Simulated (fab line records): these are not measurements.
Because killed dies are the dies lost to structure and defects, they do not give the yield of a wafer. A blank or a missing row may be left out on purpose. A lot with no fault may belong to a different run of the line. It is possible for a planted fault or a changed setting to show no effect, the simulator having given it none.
8D (eight disciplines) problem report, filled in by code | flow berkeley_cmos170 | the parts of the form that need people (team, actions taken, sign-off) are left out

== 1. WHAT WENT WRONG ==
oes_product_au at UCB170_M2_ETCH_17 reads a mean of 0.886 a.u. on 9 wafers of 3 lots; wafers without a fault read 1.000 a.u. with a standard deviation of 0.019. That puts it -6.0 standard deviations away from the usual mean.
The step: etches BARC in N2/H2.
Seen first at day 10 12:38 on rie_diel-01, wafer L294.2. At this step, 45 wafers from 15 lots have a number in the record. The rule behind "out" and "out of limits": a value lying over 4 standard deviations away from the usual mean. Any other wafer with a number is counted as sound.

== 2. WHAT IT IS, WHAT IT ISN'T ==
question                    | is                     | is not
which readings at this step | oes_product_au         | drypump_motor_current_A, throttle_valve_pct
which lots                  | L294, L296, L298       | L285, L286, L288, L289, L290, L291, L292, L293, L299, L300, L304, L306
which wafers of those lots  | all that have a number | -
read on which tools         | rie_diel-01            | rie_diel-03, rie_diel-04
when                        | from day 10 12:38      | up to then (18 sound wafers); but 18 sound wafers of L292, L293, L299, L300, L304, L306 came after

== 3. THE SUSPECTS, EACH WITH WHAT RULES IT OUT ==
Counting: a tool at any process step up to the reading remains a suspect when it ran all the lots that are out and ran no sound lot after the first of those.
- rie_diel-01 at UCB170_M2_ETCH_17 (etches BARC in N2/H2): kept. It ran every lot that is out, first L294 (day 10 12:38), and no sound lot after that; its last sound lot up to then is L291 (day 10 03:37). Out on those wafers are its own readings of oes_product_au.
The count leaves rie_diel-01 at UCB170_M2_ETCH_17.

== 4. THE CAUSE (what the simulator had put in) ==
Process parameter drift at UCB170_M2_ETCH_17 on rie_diel-01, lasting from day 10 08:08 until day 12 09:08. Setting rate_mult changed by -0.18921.
Only this tool survived the counting.

== 5. SEQUENCE OF EFFECTS, ordered by route ==
One row per reading whose mean, taken over the struck wafers that have a number, lies over 3 standard deviations from the usual. Only readings for which the record gives a usual standard deviation are gone through. hours: the time from each lot's start at the first step in this table that gives one to its start at this step, as a median over the lots. sigmas: the change in usual standard deviations.
hours | step              | reading        | usual      | on struck wafers | change | sigmas
0     | UCB170_M2_ETCH_17 | oes_product_au | 1.000 a.u. | 0.886            | -0.114 | -6.0
Its process steps:
- UCB170_M2_ETCH_17: etches BARC in N2/H2.

== 6. WHAT WOULD HAVE CAUGHT IT SOONER ==
In this record no reading fell out of limits until day 10 12:38, 5 hours after the fault had begun at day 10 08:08.
